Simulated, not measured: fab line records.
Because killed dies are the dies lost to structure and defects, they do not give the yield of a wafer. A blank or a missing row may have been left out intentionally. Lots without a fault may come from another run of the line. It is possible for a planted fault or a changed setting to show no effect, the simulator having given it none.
A lot that was struck, set against a sound lot / flow berkeleyCmos170 / 13 out of 331 route steps
Sound: wafers L717.1, L717.4, L717.5. Wafers L713.2, L713.3, L713.4 were the ones struck. The cause is named last.
For every step that has rows: the tool of each side, followed by ch and its chambers, followed by its first start. Under that, the readings that differ: sound wafers / struck wafers / difference of the means / sigmas: that difference in standard deviations of wafers without a fault.
alike: a reading whose means differ by less than 2 such deviations, as well as words and numbers matching on both sides. not compared: withheld readings; readings where some wafer has no value; bounds like >300 that might hide an equal value; numbers whose values overlap and for which the record gives no deviation.
A row with sigmas, a row that says differs or no value, or rows on one side alone: a step with any of these is where the two part. When numbers do not overlap yet have no deviation, they are printed without sigmas and do not part them. A reading that every wafer of one side lacks parts them only if that side has two wafers or more.

UCB170_START_BOW_MEAS_00:
  sound on filmMetro-03 at day 5 09:00; struck on filmMetro-04 at day 4 13:01
  alike: INCOMING_BOW
then, 2 steps without rows for these wafers: UCB170_START_CLEAN_01 (cleans in dHF, time 60 s); UCB170_START_OXIDATION_02 (target thk 20 nm, ox time 1800 s).
UCB170_START_THK_MEAS_03:
  sound on filmMetro-04 at day 5 17:47; struck on filmMetro-02 at day 4 19:52
  alike: START_OXIDE_THK
then, 6 steps without rows for these wafers: UCB170_START_ANNEAL_04 (time 1200 s); UCB170_ZERO_HMDS_00 (prime time 60 s); UCB170_ZERO_COAT_01 (resist thk 888.1 nm); UCB170_ZERO_SOFTBAKE_02 (time 60 s); UCB170_ZERO_EXPOSE_03 (exposes mask PM MARKS, target cd 4000 nm); UCB170_ZERO_PEB_04.
UCB170_ZERO_DEVELOP_05: develop time 45 s.
  sound on lithoTrack-03 ch 0, day 6 00:00; struck on lithoTrack-04, day 5 03:00
  no value came back on the struck wafers for chillPlateTempC (C), developTimeS (s), exhaustPa (Pa); on the sound wafers chillPlateTempC (C) reads 23.01 22.88 23.08
reading=model.KrF_of_ZERO_COAT_01.thkNm (nm); sound=877 876.4 876.1; struck=887.1 888.2 890.1; difference=+12.0; sigmas=
UCB170_ZERO_ETCH_06: etches SiO2 in CHF3/CF4/Ar, time 12 s.
  sound on rieDiel-03 ch 1,2,3, day 6 00:23; struck on rieDiel-03 ch 0,2,3, day 5 03:14
reading=oesProductAu (a.u.); sound=0.615 0.631 0.636; struck=0.364 0.386 0.391; difference=-0.247; sigmas=-21
  alike: CHF3_flow_sccm, cf4FlowSccm, drypumpMotorCurrentA, rfFwdPowerW, throttleValvePct
  not compared: rfHoursCounterH
UCB170_ZERO_STRIP_07: strips in O2.
  sound on plasmaAsher-02 ch 0, day 6 00:24; struck on plasmaAsher-04 ch 0,1, day 5 03:15
reading=stripTimeToEndpointS (s); sound=21.26 21.27 21.24; struck=21.52 21.54 21.58; difference=+0.29; sigmas=+5
  alike: drypumpMotorCurrentA, oesProductAu
  not compared: rfHoursCounterH

== WHERE THEY PART ==
Last at UCB170_ZERO_STRIP_07 as far as this record goes, first at UCB170_ZERO_DEVELOP_05.

WHY: the cause the simulator had injected
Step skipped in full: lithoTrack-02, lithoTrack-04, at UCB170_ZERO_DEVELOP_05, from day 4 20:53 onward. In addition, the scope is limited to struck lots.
